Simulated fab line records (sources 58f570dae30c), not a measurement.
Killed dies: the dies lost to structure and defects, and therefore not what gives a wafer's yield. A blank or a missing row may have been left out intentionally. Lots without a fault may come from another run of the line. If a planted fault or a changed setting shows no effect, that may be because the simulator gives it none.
A struck lot beside a sound one | flow berkeley-cmos170 | 15 out of 331 route steps
Sound: wafers L834.1, L834.3, L834.6. Struck: wafers L841.2, L841.3, L841.4. The cause comes at the end.
Order at every step that has rows: each side's tool, ch and its chambers, its first start. Under that, the readings that differ: sound wafers | struck wafers | difference of the means | sigmas: that difference in standard deviations of wafers without a fault.
alike: a reading whose means differ by less than 2 such deviations, as well as words and numbers matching on both sides. not compared: withheld readings; readings where some wafer has no value; bounds like >300 that might hide an equal value; numbers whose values overlap and for which the record gives no deviation.
Wherever a step has rows on one side only, a row that says differs or no value, or a row with sigmas, the two part there. Non-overlapping numbers with no deviation appear without sigmas and do not part them. Lack of a reading on every wafer of one side parts them only where that side has two or more wafers.

first, 2 steps without rows for these wafers: UCB170_M3_COAT_05 (resist thk 900 nm); UCB170_M3_SOFTBAKE_06 (time 60 s).
UCB170_M3_STRIP_07: strips in O2.
  sound on plasma-asher-04 ch 1, day 8 18:52; struck on plasma-asher-03 ch 0,1, day 10 21:20
  alike: chamber-pressure-mTorr, drypump-motor-current-A, oes-product-au, strip-time-to-endpoint-s
  not compared: rf-hours-counter-h
then, 7 steps without rows for these wafers: UCB170_M3_STRIP_08 (strips KrF in DMSO, time 600 s); UCB170_M3_COAT_09; UCB170_M3_COAT_10 (resist thk 900 nm); UCB170_M3_SOFTBAKE_11 (time 60 s); UCB170_M3_EXPOSE_12 (exposes mask METAL3, target cd 700 nm); UCB170_M3_PEB_13; UCB170_M3_DEVELOP_14 (develop time 45 s).
UCB170_M3_CD_MEAS_15: target cd 700 nm.
  struck on cd-sem-02, day 10 23:24; sound on cd-sem-01, day 8 20:07
  alike: cd-nm
UCB170_M3_OVL_MEAS_16:
  struck on overlay-02, day 10 23:30; sound on overlay-02, day 8 20:14
  alike: M3_OVL
UCB170_M3_ETCH_17: etches BARC in N2/H2.
  sound on rie-diel-01 ch 1,2, day 8 20:16; struck on rie-diel-04 ch 1,2,3, day 10 23:32
  reading                     | sound             | struck            | difference | sigmas
  drypump-motor-current-A (A) | 5.4 5.4 5.4       | 6.5 6.3 6.3       | +1.0       | +2
  oes-product-au (a.u.)       | 1.005 1.018 1.001 | 1.289 1.265 1.268 | +0.266     | +15
  model.M3.cd-nm (nm)         | 700.1 700 700     | 695.4 695.5 696.5 | -4.2       |
  alike: chamber-pressure-mTorr, throttle-valve-pct
UCB170_M3_METAL_ETCH_18: etches Al in Cl2/BCl3, stops on SiO2, target depth 1170 nm, time 195 s.
  sound on rie-metal-02 ch 1, day 8 20:18; struck on rie-metal-01 ch 0,1, day 10 23:35
  reading               | sound             | struck            | difference | sigmas
  oes-product-au (a.u.) | 0.851 0.872 0.866 | 0.836 0.830 0.842 | -0.027     | -2
  alike: bcl3-flow-sccm, chamber-pressure-mTorr, drypump-motor-current-A, throttle-valve-pct
  not compared: rf-hours-counter-h
UCB170_M3_PROBE_99:
  rows exist in the record for the struck wafers here (prober-01, day 11 00:09), but not for the sound ones

WHERE THEY PART
Last at UCB170_M3_PROBE_99 as far as this record goes, first at UCB170_M3_ETCH_17.

WHY: whatever the simulator had introduced
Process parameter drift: rie-diel-04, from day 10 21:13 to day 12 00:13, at UCB170_M3_ETCH_17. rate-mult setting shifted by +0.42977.
